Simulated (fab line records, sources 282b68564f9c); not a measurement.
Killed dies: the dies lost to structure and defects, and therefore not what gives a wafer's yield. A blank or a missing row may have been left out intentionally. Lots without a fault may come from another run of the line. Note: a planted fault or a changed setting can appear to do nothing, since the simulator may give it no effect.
fab line records | flow rit_cmos
record: lots: 6 wafers: 18 last_day: 7
route steps=202 shown ACTIVE@1 FOX1@20 FOX2@23 M1@202
lots that met no fault: taken from a fault-free run of the same line
start_h: hours from the record's opening day to when the first of the lot's shown wafers began | wait_h: hours from the lot's prior step to this one | " identical to the entry in the row above | L1.1+2: several wafers, shown together as one row | - no value, or no start given | * or withheld: withheld | < > ~ a bound
route shown NAME@n: a module of which the file shows steps, and the number in the route of the first | usual: mean and standard deviation over wafers with no fault | same: alike in all rows | chamber/n: place in a boat | sites: each site's reading | _std_site: standard deviation of those values | _edge_site: inner sites' mean taken away from outer sites' mean | radius_mm: how far each site lies from the wafer's centre | mask NAME#n: copy n | behind: tool/chamber where the wafer was last shaped | hold: what put the lot on hold/how long, in hours/how the hold closed | device: names the non-switching transistor (n, p or np) | end of line: tests run on the same wafers once the route is complete | for a step that has no rows: nothing shown but its recipe | killed: count of dies lost to structure and defects at first sort (not the wafer's yield) | map: dies across one wafer; x = killed, . = not, _ = none there
set.NAME: the run value of the setting; set.NAME@STEP: its run value at that earlier step | model.NAME: the simulator's own value behind a step, which no gauge read
lots at selected steps of the route; one table per step, one row per wafer
services: the hour from which a tool's chamber was out of use, counted from the record's first day as start_h (under 0 if before that day), plus the number of hours and why
== steps ==
step: RIT_ACTIVE_BOW_MEAS_00
recipe: mode: bow
usual: INCOMING_BOW: -1/6.9
columns lot.wafer tool chamber start_h wait_h INCOMING_BOW[um]
L962.2 film_metro-03 - 15.02 - 11
L962.3 " - " " 10
L962.5 " - " " 15
L965.1 film_metro-02 - 30.00 - 12
L965.5 " - " " 6
L965.6 " - " " -2
L975.4 film_metro-03 - 80.06 - 8
L975.5 " - " " 3
L975.6 " - " " 5
L976.2 film_metro-02 - 85.02 - -8
L976.3 " - " " -5
L976.6 " - " " 4
L978.3 film_metro-03 - 95.04 - 4
L978.4 " - " " 4
L978.5 " - " " 3
L984.1 film_metro-02 - 125.00 - 6
L984.5 " - " " 0
L984.6 " - " " 3
step: RIT_ACTIVE_OXIDATION_01
recipe: temp_c: 1000 ambient: O2 target_thk_a: 468 ox_time_s: 3360
usual: spike_tc_centre_C: 1002.1/1.3 spike_tc_load_C: 1024.8/1.1 spike_tc_source_C: 1023.3/2.2 tube_center_temp_C: 1000/0.096 tube_center_temp_C_max: 1002.6/0.39
same: ox_time_s: 3360
columns lot.wafer tool chamber start_h wait_h spike_tc_centre_C spike_tc_load_C spike_tc_source_C tube_center_temp_C tube_center_temp_C_max model.SiO2_of_ACTIVE_OXIDATION_01.thk_nm
L962.2 furnace-01 0 15.15 0.1 1003.0 1025.4 1020.2 999.93 1002.8 48.15
L962.3 " 0 " " 1001.6 1022.2 1023.2 1000 1002.9 47.95
L962.5 " 0 " " 1001.3 1024.4 1019.0 999.85 1001.9 48.18
L965.1 furnace-02 0 30.12 0.1 1002.8 1024.7 1024.9 999.99 1002.7 48.05
L965.5 " 0 " " 1001.8 1025.1 1024.3 999.92 1002.8 48.47
L965.6 " 0 " " 1000.4 1022.4 1024.1 999.88 1002.2 47.67
L975.4 furnace-02 0 80.64 0.6 946.8 969.9 970.6 946.12 948.3 29.62
L975.5 " 0 " " 946.7 970.0 968.2 946.11 948.7 29.92
L975.6 " 0 " " 946.0 972.0 969.1 945.92 948.6 29.33
L976.2 furnace-02 0 85.12 0.1 948.4 971.8 970.9 946.11 950.0 28.62
L976.3 " 0 " " 946.2 969.9 970.7 946.03 948.3 28.76
L976.6 " 0 " " 947.6 970.5 971.1 946.12 948.6 29.84
L978.3 furnace-03 0 95.12 0.1 1002.0 1023.7 1026.1 999.98 1002.4 45.78
L978.4 " 0 " " 1005.5 1022.9 1024.0 1000.1 1002.3 45.3
L978.5 " 0 " " 1002.5 1025.2 1025.2 999.9 1002.4 46.44
L984.1 furnace-01 0 125.12 0.1 1003.4 1026.5 1021.0 999.95 1002.3 47.52
L984.5 " 0 " " 1003.1 1023.7 1022.8 999.93 1002.2 47.94
L984.6 " 0 " " 1004.0 1023.2 1019.7 999.98 1002.8 47.23
step: RIT_ACTIVE_THK_MEAS_02
recipe: reads: SiO2_of_ACTIVE_OXIDATION_01
usual: ACTIVE_OXIDE_THK: 47.5/0.85
columns lot.wafer tool chamber start_h wait_h ACTIVE_OXIDE_THK[nm]
L962.2 film_metro-02 - 17.09 0.0 48.2
L962.3 " - " " 47.9
L962.5 " - " " 48.2
L965.1 film_metro-03 - 32.05 0.0 48.0
L965.5 " - " " 48.4
L965.6 " - " " 47.7
L975.4 film_metro-02 - 82.61 0.0 29.6
L975.5 " - " " 29.9
L975.6 " - " " 29.4
L976.2 film_metro-02 - 87.06 0.0 28.6
L976.3 " - " " 28.7
L976.6 " - " " 29.9
L978.3 film_metro-04 - 97.07 0.0 45.8
L978.4 " - " " 45.3
L978.5 " - " " 46.5
L984.1 film_metro-02 - 127.05 0.0 47.5
L984.5 " - " " 48.0
L984.6 " - " " 47.2
step: RIT_ACTIVE_CVD_03
recipe: material: Si3N4 target_thk_nm: 150 temp_c: 810 precursor: SiH2Cl2/NH3 time_s: 1500 pressure_mtorr: 300 sih2cl2_flow_sccm: 60 nh3_flow_sccm: 150
step: RIT_ACTIVE_THK_MEAS_04
recipe: reads: Si3N4_of_ACTIVE_CVD_03
usual: ACTIVE_NITRIDE_THK: 150.2/1.3
columns lot.wafer tool chamber start_h wait_h ACTIVE_NITRIDE_THK[nm]
L962.2 film_metro-02 - 18.57 0.0 150.2
L962.3 " - " " 150.9
L962.5 " - " " 151.4
L965.1 film_metro-03 - 33.53 0.0 149.1
L965.5 " - " " 149.7
L965.6 " - " " 150.7
L975.4 film_metro-02 - 84.08 0.0 150.8
L975.5 " - " " 148.4
L975.6 " - " " 149.7
L976.2 film_metro-03 - 88.54 0.0 152.5
L976.3 " - " " 153.3
L976.6 " - " " 152.1
L978.3 film_metro-03 - 98.55 0.0 151.4
L978.4 " - " " 151.0
L978.5 " - " " 150.4
L984.1 film_metro-04 - 128.53 0.0 149.4
L984.5 " - " " 149.2
L984.6 " - " " 148.0
step: RIT_ACTIVE_HMDS_05
recipe: prime_time_s: 60 prime_temp_c: 140
step: RIT_ACTIVE_COAT_06
recipe: resist: NOVOLAK spin_rpm: 3303 resist_thk_nm: 1000
step: RIT_ACTIVE_SOFTBAKE_07
recipe: resist: NOVOLAK temp_c: 90 time_s: 60
step: RIT_ACTIVE_EXPOSE_08
recipe: mask_id: M1 na: 0.6 source_shape: conventional sigma_outer: 0.6 target_cd_nm: 1400 dose_mj: 225
step: RIT_ACTIVE_PEB_09
recipe: resist: NOVOLAK temp_c: withheld time_s: withheld
step: RIT_ACTIVE_DEVELOP_10
recipe: resist: NOVOLAK develop_time_s: 50 dev_temp_c: 22.21
step: RIT_ACTIVE_CD_MEAS_11
recipe: target_cd_nm: 1400
usual: cd_nm: 1399.4/2.3
columns lot.wafer tool chamber start_h wait_h cd_nm
L962.2 cd_sem-01 - 19.61 - 1399.3
L962.3 " - " " 1399.9
L962.5 " - " " 1398.2
L965.1 cd_sem-01 - 34.44 - 1402.0
L965.5 " - " " 1401.7
L965.6 " - " " 1401.3
L975.4 cd_sem-01 - 85.16 - 1403.0
L975.5 " - " " 1405.1
L975.6 " - " " 1403.9
L976.2 cd_sem-02 - 89.46 - 1399.7
L976.3 " - " " 1397.2
L976.6 " - " " 1399.0
L978.3 cd_sem-02 - 99.60 - 1399.0
L978.4 " - " " 1402.1
L978.5 " - " " 1400.1
L984.1 cd_sem-02 - 129.44 - 1398.1
L984.5 " - " " 1400.1
L984.6 " - " " 1400.0
step: RIT_ACTIVE_HARDBAKE_12
recipe: resist: NOVOLAK temp_c: 140 time_s: 60
step: RIT_ACTIVE_ETCH_13
recipe: stop_on: SiO2 chemistry: SF6 target: Si3N4 time_s: 210 over_etch_frac: 0.4 SF6_flow_sccm: 200 pressure_mtorr: 260 rf_w: 125 target_depth_a: 2100
usual: drypump_motor_current_A: 5.8/0.42 oes_product_au: 0.817/0.014 rf_fwd_power_W: 124.6/0.37 throttle_valve_pct: 7.58/0.14
columns lot.wafer tool chamber start_h wait_h drypump_motor_current_A oes_product_au rf_fwd_power_W rf_hours_counter_h throttle_valve_pct
L962.2 rie_diel-04 0 19.86 0.1 6.2 0.831 124.6 2 7.71
L962.3 " 1 " " 6.1 0.835 124.0 135 7.70
L962.5 " 0 " " 6.2 0.819 124.6 - 7.71
L965.1 rie_diel-02 2 34.80 0.1 6.3 0.791 124.1 18 7.29
L965.5 " 2 " " 6.3 0.796 123.8 - 7.29
L965.6 " 1 " " 5.6 0.825 124.8 - 7.62
L975.4 rie_diel-04 3 85.37 0.1 5.4 0.824 124.9 58 7.71
L975.5 " 2 " " 5.1 0.815 125.2 - 7.70
L975.6 " 3 " " 5.5 0.814 125.4 - 7.71
L976.2 rie_diel-02 3 89.71 0.1 6.2 0.824 123.7 45 7.50
L976.3 " 0 " " 5.9 0.827 124.6 61 7.50
L976.6 " 0 " " 5.9 0.821 124.7 - 7.49
L978.3 rie_diel-04 2 99.83 0.1 5.1 0.837 124.7 109 7.71
L978.4 " 0 " " 6.2 0.821 124.6 - 7.72
L978.5 " 2 " " 5.1 0.830 124.4 - 7.69
L984.1 rie_diel-02 3 129.71 0.1 6.2 0.819 124.7 46 7.50
L984.5 " 1 " " 5.6 0.821 124.2 - 7.60
L984.6 " 2 " " 6.3 0.780 124.5 - 7.31
step: RIT_ACTIVE_STRIP_14
recipe: chemistry: O2 time_s: 180 resist: NOVOLAK platen_temp_c: withheld power_w: 500 pressure_mtorr: 4000 o2_flow_sccm: 4000
usual: drypump_motor_current_A: 5.6/0.51
columns lot.wafer tool chamber start_h wait_h drypump_motor_current_A rf_hours_counter_h
L962.2 plasma_asher-03 0 20.00 0.1 5.1 39
L962.3 " 1 " " 6.0 -
L962.5 " 0 " " 5.1 -
L965.1 plasma_asher-02 0 34.93 0.1 6.3 32
L965.5 " 1 " " 4.8 -
L965.6 " 0 " " 6.3 -
L975.4 plasma_asher-02 1 85.56 0.1 4.9 -
L975.5 " 0 " " 6.3 -
L975.6 " 1 " " 4.9 -
L976.2 plasma_asher-03 1 89.84 0.1 6.0 47
L976.3 " 0 " " 5.2 -
L976.6 " 1 " " 6.0 -
L978.3 plasma_asher-02 0 100.03 0.1 6.3 -
L978.4 " 1 " " 4.8 -
L978.5 " 1 " " 4.9 -
L984.1 plasma_asher-01 1 129.84 0.1 5.6 50
L984.5 " 1 " " 5.6 -
L984.6 " 0 " " 5.6 -
step: RIT_ACTIVE_CD_MEAS_90
recipe: target_cd_nm: 1400
usual: cd_nm: 1399.4/2.3
columns lot.wafer tool chamber start_h wait_h cd_nm
L962.2 cd_sem-02 - 20.19 0.1 1399.4
L962.3 " - " " 1400.0
L962.5 " - " " 1398.3
L965.1 cd_sem-01 - 35.10 0.1 1401.6
L965.5 " - " " 1401.3
L965.6 " - " " 1401.3
L975.4 cd_sem-01 - 85.74 0.1 1403.0
L975.5 " - " " 1405.0
L975.6 " - " " 1404.0
L976.2 cd_sem-01 - 90.04 0.1 1399.0
L976.3 " - " " 1397.1
L976.6 " - " " 1399.3
L978.3 cd_sem-02 - 100.18 0.1 1398.8
L978.4 " - " " 1402.3
L978.5 " - " " 1399.7
L984.1 cd_sem-02 - 130.02 0.1 1397.7
L984.5 " - " " 1399.9
L984.6 " - " " 1400.7
step: RIT_ACTIVE_CLEAN_15
recipe: chemistry: SC1 mix: 3:3:50 time_s: 600 temp_c: 75
step: RIT_ACTIVE_CLEAN_16
recipe: chemistry: dHF dilution: 50:1 time_s: 30
step: RIT_ACTIVE_CLEAN_17
recipe: chemistry: SC2 mix: 3:3:50 time_s: 600 temp_c: 75 dry: n2_spin
step: RIT_FOX1_OXIDATION_00
recipe: temp_c: 1100 ambient: H2O target_thk_a: 3507 p_h2o_torr: 720 ox_time_s: 1130
step: RIT_FOX1_THK_MEAS_01
recipe: reads: SiO2_of_FOX1_OXIDATION_00
usual: FOX1_OXIDE_THK: 355/6.8
columns lot.wafer tool chamber start_h wait_h FOX1_OXIDE_THK[nm]
L962.2 film_metro-01 - 23.02 0.0 358
L962.3 " - " " 359
L962.5 " - " " 358
L965.1 film_metro-02 - 36.90 0.0 353
L965.5 " - " " 346
L965.6 " - " " 358
L975.4 film_metro-02 - 88.40 0.0 359
L975.5 " - " " 361
L975.6 " - " " 358
L976.2 film_metro-01 - 91.83 0.0 358
L976.3 " - " " 361
L976.6 " - " " 363
L978.3 film_metro-03 - 101.96 0.0 348
L978.4 " - " " 350
L978.5 " - " " 343
L984.1 film_metro-01 - 131.89 0.0 347
L984.5 " - " " 347
L984.6 " - " " 355
step: RIT_FOX1_WET_ETCH_02
recipe: chemistry: BOE target_depth_nm: 350 time_s: 390 temp_c: 21.5 dry: n2_spin dilution: 10:1 target: SiO2
step: RIT_FOX2_OXIDATION_00
recipe: temp_c: 1100 ambient: H2O target_thk_a: 3507 p_h2o_torr: 720 ox_time_s: 1130
step: RIT_FOX2_THK_MEAS_01
recipe: reads: SiO2_of_FOX2_OXIDATION_00
usual: FOX2_OXIDE_THK: 354/6.5
columns lot.wafer tool chamber start_h wait_h FOX2_OXIDE_THK[nm]
L962.2 film_metro-02 - 24.51 0.0 353
L962.3 " - " " 350
L962.5 " - " " 356
L965.1 film_metro-04 - 39.87 0.0 353
L965.5 " - " " 354
L965.6 " - " " 352
L975.4 film_metro-01 - 89.89 0.0 350
L975.5 " - " " 353
L975.6 " - " " 349
L976.2 film_metro-04 - 93.33 0.0 365
L976.3 " - " " 356
L976.6 " - " " 362
L978.3 film_metro-04 - 103.45 0.0 359
L978.4 " - " " 353
L978.5 " - " " 350
L984.1 film_metro-04 - 133.38 0.0 340
L984.5 " - " " 340
L984.6 " - " " 345
step: RIT_FOX2_CLEAN_02
recipe: chemistry: dHF dilution: 50:1 time_s: 180
step: RIT_FOX2_WET_ETCH_03
recipe: chemistry: H3PO4 target: Si3N4 target_depth_nm: 195 temp_c: 165 time_s: 2700
usual: bath_heat_duty_pct: 28/3.2
columns lot.wafer tool chamber start_h wait_h bath_heat_duty_pct model.SiO2_of_ACTIVE_OXIDATION_01.thk_nm
L962.2 wet_bench-03 2 24.62 0.0 33 40.65
L962.3 " 2 " " 31 42.63
L962.5 " 2 " " 31 40.68
L965.1 wet_bench-02 1 39.99 0.0 36 40.69
L965.5 " 1 " " 32 41.06
L965.6 " 1 " " 31 42.32
L975.4 wet_bench-01 1 89.98 0.0 27 25.83
L975.5 " 1 " " 24 26.56
L975.6 " 1 " " 26 25.59
L976.2 wet_bench-01 0 93.44 0.0 26 24.61
L976.3 " 0 " " 27 25.58
L976.6 " 0 " " 26 26.54
L978.3 wet_bench-02 3 103.55 0.0 30 40.66
L978.4 " 3 " " 31 38.14
L978.5 " 3 " " 32 41.26
L984.1 wet_bench-02 2 133.50 0.0 26 41.56
L984.5 " 2 " " 27 42.85
L984.6 " 2 " " 25 40.24
step: RIT_FOX2_THK_MEAS_90
recipe: reads: SiO2_of_FOX2_OXIDATION_00
usual: FIELD_OXIDE_LEFT_1_THK: 326/6.5
columns lot.wafer tool chamber start_h wait_h FIELD_OXIDE_LEFT_1_THK[nm]
L962.2 film_metro-02 - 25.45 0.0 325
L962.3 " - " " 322
L962.5 " - " " 329
L965.1 film_metro-01 - 40.74 0.0 326
L965.5 " - " " 326
L965.6 " - " " 325
L975.4 film_metro-02 - 90.83 0.0 322
L975.5 " - " " 326
L975.6 " - " " 321
L976.2 film_metro-01 - 94.21 0.0 337
L976.3 " - " " 329
L976.6 " - " " 334
L978.3 film_metro-04 - 104.33 0.0 332
L978.4 " - " " 326
L978.5 " - " " 323
L984.1 film_metro-02 - 134.26 0.0 314
L984.5 " - " " 313
L984.6 " - " " 318
step: RIT_M1_PROBE_99
usual: killed_at_contacts: 0.1/0.27 killed_at_front_end: 7.2/2.9 killed_dies: 7.3/2.9 killed_open: 3.6/1.9 killed_short: 3.8/1.9
same: gross_dies: 264 killed_at_M0_to_M3: 0 killed_at_M4_up: 0 killed_at_back_side: 0 killed_at_other: 0
columns lot.wafer tool chamber start_h wait_h killed_at_contacts killed_at_front_end killed_dies killed_open killed_short model.etest.pldd.width_nm model.etest.nldd.width_nm model.etest.nplus_sal.width_nm model.etest.pplus_sal.width_nm model.etest.nmos_0p3.r_on_ohm_um model.etest.nmos_narrow.drive_ua_um model.etest.pmos_narrow.drive_ua_um model.etest.nmos_0p3.drive_ua_um
L962.2 prober-01 - 66.04 0.1 0 6 6 4 2 3164 3154 3452 3467 2228 212.7 96.28 212
L962.3 prober-01 - 66.09 0.2 0 6 6 4 2 3172 3151 3442 3465 2257 209.8 94.14 209.7
L962.5 prober-01 - 66.19 0.2 0 11 11 7 4 3136 3147 3449 3444 2263 211.4 95.92 215.3
L965.1 prober-01 - 78.19 0.1 0 7 7 3 4 3149 3145 3480 3455 2304 215.1 93.87 214.5
L965.5 prober-01 - 78.39 0.2 0 7 7 4 3 3165 3161 3456 3457 2226 218.5 96.93 215.7
L965.6 prober-01 - 78.44 0.2 0 17 17 9 8 3172 3157 3454 3443 2230 216.3 96.48 215.6
L975.4 prober-01 - 128.29 0.2 0 5 5 2 3 3302 3308 3540 3549 2099 271.8 117 239.1
L975.5 prober-01 - 128.34 0.2 1 7 8 3 5 3302 3302 3552 3560 2160 264.8 112.1 232.7
L975.6 prober-01 - 128.39 0.2 0 6 6 3 3 3316 3322 3561 3561 2121 267.9 115.4 232.7
L976.2 prober-02 - 132.33 0.1 0 6 6 3 3 3307 3289 3558 3545 2112 271.4 121.8 239.2
L976.3 prober-02 - 132.38 0.2 1 7 8 5 3 3295 3310 3556 3566 2121 266.4 119 234.2
L976.6 prober-02 - 132.53 0.2 0 6 6 4 2 3286 3289 3558 3547 2093 264.6 117.8 236.4
L978.3 prober-02 - 144.60 0.2 1 6 7 4 3 3196 3180 3441 3461 2163 230.1 103.1 228.6
L978.4 prober-02 - 144.65 0.2 0 7 7 4 3 3185 3187 3441 3454 2154 233.4 105.1 226
L978.5 prober-02 - 144.70 0.2 1 9 10 5 5 3164 3176 3451 3447 2145 227.2 103.3 221.5
L984.1 prober-02 - 174.74 0.1 0 9 9 6 3 3166 3170 3418 3439 2073 237.3 112.3 237.5
L984.5 prober-02 - 174.94 0.2 0 8 8 2 6 3194 3180 3421 3462 2102 240.3 111.1 233.1
L984.6 prober-02 - 174.99 0.2 0 6 6 2 4 3175 3156 3445 3441 2130 228.5 107.3 227.6
killed by level:class
L962.2 GATE:geometric_particle:open=2 FOX1:geometric_particle:short=1 FOX2:geometric_particle:open=1 GATE:geometric_particle:short=1 SPACER:geometric_particle:open=1
L962.3 FOX1:geometric_particle:open=2 FOX2:geometric_particle:short=1 GATE:geometric_particle:short=1 GATE:geometric_particle:open=1 SILICIDE:geometric_particle:open=1
L962.5 GATE:geometric_particle:short=3 GATE:geometric_particle:open=3 SILICIDE:geometric_particle:open=2 FOX1:geometric_particle:open=1 SPACER:geometric_particle:open=1 SPACER:geometric_particle:short=1
L965.1 GATE:geometric_particle:short=2 FOX1:geometric_particle:short=1 FOX2:geometric_particle:open=1 GATE:geometric_particle:open=1 REOX:geometric_particle:open=1 REOX:geometric_particle:short=1
L965.5 GATE:geometric_particle:open=3 FOX1:geometric_particle:short=1 GATE:geometric_particle:short=1 SILICIDE:geometric_particle:short=1 SILICIDE:geometric_particle:open=1
L965.6 GATE:geometric_particle:short=5 REOX:geometric_particle:open=4 GATE:geometric_particle:open=3 REOX:geometric_particle:short=3 SPACER:geometric_particle:open=1 SILICIDE:geometric_particle:open=1
L975.4 GATE:geometric_particle:short=3 FOX1:geometric_particle:open=1 GATE:geometric_particle:open=1
L975.5 REOX:geometric_particle:short=2 ACTIVE:geometric_particle:short=1 FOX2:geometric_particle:short=1 REOX:geometric_particle:open=1 SPACER:geometric_particle:open=1 SPACER:geometric_particle:short=1 CONTACT:geometric_particle:open=1
L975.6 GATE:geometric_particle:open=2 GATE:geometric_particle:short=2 REOX:geometric_particle:open=1 REOX:geometric_particle:short=1
L976.2 GATE:geometric_particle:short=2 FOX1:geometric_particle:open=1 SPACER:geometric_particle:open=1 SPACER:geometric_particle:short=1 SILICIDE:geometric_particle:open=1
L976.3 GATE:geometric_particle:open=4 GATE:geometric_particle:short=1 SPACER:geometric_particle:short=1 SILICIDE:geometric_particle:short=1 CONTACT:geometric_particle:open=1
L976.6 REOX:geometric_particle:open=2 FOX1:geometric_particle:short=1 GATE:geometric_particle:open=1 SILICIDE:geometric_particle:short=1 SILICIDE:geometric_particle:open=1
L978.3 GATE:geometric_particle:open=2 GATE:geometric_particle:short=2 FOX1:geometric_particle:open=1 SPACER:geometric_particle:open=1 CONTACT:geometric_particle:short=1
L978.4 REOX:geometric_particle:open=2 FOX2:geometric_particle:open=1 FOX2:geometric_particle:short=1 GATE:geometric_particle:short=1 GATE:geometric_particle:open=1 REOX:geometric_particle:short=1
L978.5 FOX2:geometric_particle:open=3 SILICIDE:geometric_particle:short=2 FOX1:geometric_particle:short=1 FOX2:geometric_particle:short=1 GATE:geometric_particle:open=1 SPACER:geometric_particle:open=1 CONTACT:geometric_particle:short=1
L984.1 GATE:geometric_particle:open=3 REOX:geometric_particle:open=2 FOX1:geometric_particle:short=1 FOX2:geometric_particle:short=1 FOX2:geometric_particle:open=1 SPACER:geometric_particle:short=1
L984.5 GATE:geometric_particle:short=4 SPACER:geometric_particle:open=1 SPACER:geometric_particle:short=1 SILICIDE:geometric_particle:short=1 SILICIDE:geometric_particle:open=1
L984.6 SILICIDE:geometric_particle:short=2 ACTIVE:geometric_particle:open=1 FOX1:geometric_particle:short=1 GATE:geometric_particle:open=1 GATE:geometric_particle:short=1
== services ==
columns tool chamber start_h hours kind
rie_diel-04 2 2.87 2.6 repair
furnace-01 - 3.26 5.2 repair
furnace-03 - 16.41 4.8 repair
plasma_asher-01 - 27.66 2.8 pm
plasma_asher-01 - 31.34 1.6 repair
rie_diel-02 0 32.96 7.6 repair
furnace-03 - 44.08 3.6 pm
rie_diel-02 2 47.53 3.1 repair
rie_diel-02 0 54.83 2.9 repair
furnace-02 - 56.10 4.2 pm
furnace-02 - 60.33 4.9 pm
plasma_asher-01 - 83.32 14.6 pm
rie_diel-02 1 86.78 10.0 repair
wet_bench-02 - 90.96 2.8 repair
rie_diel-02 3 92.04 7.8 repair
plasma_asher-02 - 108.75 9.0 pm
plasma_asher-02 0 108.75 9.0 vent_cycle
plasma_asher-02 1 108.75 9.0 vent_cycle
rie_diel-04 3 109.86 1.9 repair
plasma_asher-02 - 117.75 2.8 pm
plasma_asher-02 0 117.75 - clean
plasma_asher-02 1 117.75 - clean
furnace-01 - 132.64 3.9 pm
== key ==
first_sign: step: RIT_ACTIVE_OXIDATION_01 reading: tube_center_temp_C direction: down sigmas: 99+ usual: * struck: *
effect: step: RIT_ACTIVE_OXIDATION_01 reading: tube_center_temp_C_max direction: down sigmas: 99+ usual: * struck: *
effect: step: RIT_ACTIVE_THK_MEAS_02 reading: ACTIVE_OXIDE_THK direction: down sigmas: 21 usual: 47.5 struck: 29.4
model_effect: step: RIT_ACTIVE_OXIDATION_01 value: SiO2_of_ACTIVE_OXIDATION_01.thk_nm without: 47.55 struck: 29.35
model_effect: step: RIT_FOX2_WET_ETCH_03 value: SiO2_of_ACTIVE_OXIDATION_01.thk_nm without: 41.95 struck: 25.78
model_effect: step: RIT_M1_PROBE_99 value: etest.pldd.width_nm without: 3148 struck: 3301
met_at RIT_ACTIVE_OXIDATION_01
struck_wafers L975.4,L975.5,L975.6,L976.2,L976.3,L976.6
tester_left_out L975,L976
onset_between 30.12 80.64
fault: kind: process_parameter_drift tool: furnace-02 chamber: - onset_h: 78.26 steps: RIT_ACTIVE_OXIDATION_01 channel: temp_c offset: * shape: step end_h: 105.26 acts_in: * stated: *
tester_left_out: of these lots the tester's yield and bins aren't shown, on N5 and GAA mostly nor the transistor test; their killed dies are dies lost to structure and defects alone, not to doping, threshold or leakage, so they don't give the yield
